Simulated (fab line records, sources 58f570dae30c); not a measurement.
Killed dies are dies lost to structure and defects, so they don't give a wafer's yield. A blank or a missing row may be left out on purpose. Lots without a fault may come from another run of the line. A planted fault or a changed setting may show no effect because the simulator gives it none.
Tool commonality check | flow berkeley_cmos170 | 13 lots, 39 wafers sampled

WHY IT WAS OPENED
At UCB170_SDANNEAL_RS_MEAS_05 the reading NLDD_RS is flagged on 2 of 13 lots. Wafers without a fault read 615.3 ohm/sq, standard deviation 1.2.
Rule: a lot is flagged when every wafer of it that has a number lies more than 4 standard deviations from that mean, or none has a number. The other lots count as sound.

lot  | measured     | on            | NLDD_RS (ohm/sq), wafer by wafer | flag
L776 | day 7 06:15  | film_metro-01 | 614.5 615.3 615.2                |
L775 | day 7 06:27  | film_metro-03 | 614.8 615.5 615.2                |
L779 | day 7 13:16  | film_metro-01 | 615.8 617.3 616.0                |
L777 | day 7 13:17  | film_metro-03 | 614.0 615.0 615.9                |
L778 | day 7 13:34  | film_metro-02 | 615.9 615.5 614.2                |
L781 | day 7 15:25  | film_metro-01 | 615.5 617.0 617.7                |
L783 | day 8 15:38  | film_metro-01 | 622.0 621.7 622.4                | FLAGGED
L789 | day 9 09:43  | film_metro-03 | 615.1 615.5 615.2                |
L787 | day 9 19:02  | film_metro-02 | 621.0 620.8 621.1                | FLAGGED
L792 | day 10 09:02 | film_metro-02 | 616.4 614.3 615.5                |
L794 | day 11 02:19 | film_metro-02 | 615.0 618.7 617.2                |
L798 | day 11 15:07 | film_metro-02 | 613.2 613.7 615.2                |
L795 | day 11 15:34 | film_metro-01 | 615.8 616.0 615.6                |
The numbers of the flagged lots are 621.5 ohm/sq on average: +6.2 ohm/sq against the usual, or +5 standard deviations.

WHICH TOOL RAN EACH LOT
The record holds 2 process steps before the reading, out of a route of 331 steps. In each cell: the tool, then ch and the chambers that the sampled wafers went through, then the start.
lot  | flag    | UCB170_GATE_ETCH_14               | UCB170_NLDD_IMPLANT_08
L776 |         | rie_diel-04 ch 0,1,3, day 6 15:22 | implanter-03 ch 0, day 6 18:52
L775 |         | rie_diel-02 ch 0,1,2, day 6 15:38 | implanter-04 ch 0, day 6 19:51
L779 |         | rie_diel-02 ch 0,2, day 6 21:29   | implanter-01 ch 0, day 7 02:29
L777 |         | rie_diel-01 ch 0,2,3, day 6 21:46 | implanter-03 ch 0, day 7 02:41
L778 |         | rie_diel-02 ch 0,1, day 6 22:02   | implanter-01 ch 0, day 7 02:56
L781 |         | rie_diel-04 ch 1,2,3, day 7 01:30 | implanter-04 ch 0, day 7 05:07
L783 | FLAGGED | rie_diel-02 ch 0,1,2, day 8 00:14 | implanter-03 ch 0, day 8 04:13
L789 |         | rie_diel-02 ch 0,1, day 8 14:48   | implanter-01 ch 0, day 8 18:02
L787 | FLAGGED | rie_diel-04 ch 1,2,3, day 9 02:53 | implanter-03 ch 0, day 9 08:21
L792 |         | rie_diel-02 ch 1,2,3, day 9 18:35 | implanter-01 ch 0, day 9 21:58
L794 |         | rie_diel-04 ch 1,3, day 10 08:36  | implanter-04 ch 0, day 10 12:17
L798 |         | rie_diel-04 ch 1,2, day 11 00:37  | implanter-04 ch 0, day 11 05:41
L795 |         | rie_diel-02 ch 1,2, day 11 00:53  | implanter-04 ch 0, day 11 06:41
What these steps do:
- UCB170_GATE_ETCH_14: etches BARC in N2/H2.
- UCB170_NLDD_IMPLANT_08
- UCB170_SDANNEAL_RS_MEAS_05: measures by four-point-probe.

FLAGGED OVER TOTAL, TOOL BY TOOL (the gauges that took the reading come last)
step                       | tool          | lots run | flagged | share of the flagged lots | sound lots run after its first flagged lot
UCB170_GATE_ETCH_14        | rie_diel-01   | 1        | 0       | none                      | -
UCB170_GATE_ETCH_14        | rie_diel-02   | 7        | 1       | some                      | 3 (L789,L792,L795)
UCB170_GATE_ETCH_14        | rie_diel-04   | 5        | 1       | some                      | 2 (L794,L798)
UCB170_NLDD_IMPLANT_08     | implanter-01  | 4        | 0       | none                      | -
UCB170_NLDD_IMPLANT_08     | implanter-03  | 4        | 2       | all                       | 0
UCB170_NLDD_IMPLANT_08     | implanter-04  | 5        | 0       | none                      | -
UCB170_SDANNEAL_RS_MEAS_05 | film_metro-01 | 5        | 1       | some                      | 1 (L795)
UCB170_SDANNEAL_RS_MEAS_05 | film_metro-02 | 5        | 1       | some                      | 3 (L792,L794,L798)
UCB170_SDANNEAL_RS_MEAS_05 | film_metro-03 | 3        | 0       | none                      | -

WHAT THE TABLE ALLOWS
1 row of the table ran every flagged lot: implanter-03 at UCB170_NLDD_IMPLANT_08.
- implanter-03 at UCB170_NLDD_IMPLANT_08: 2 of its 4 lots flagged. Its last sound lot is L777 (day 7 02:41), its first flagged lot L783 (day 8 04:13): a fault that began between those two fits. Its own readings lie more than 4 standard deviations out on every wafer of the flagged lots: dose_ions_cm2.
One tool is left: implanter-03 at UCB170_NLDD_IMPLANT_08.

WHAT THE SIMULATOR HAD PUT IN
Process parameter drift: implanter-03, from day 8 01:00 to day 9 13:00, at UCB170_NLDD_IMPLANT_08. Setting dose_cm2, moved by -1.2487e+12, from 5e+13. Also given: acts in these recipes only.
Lots struck among those shown: L783, L787. The rule above found the same.
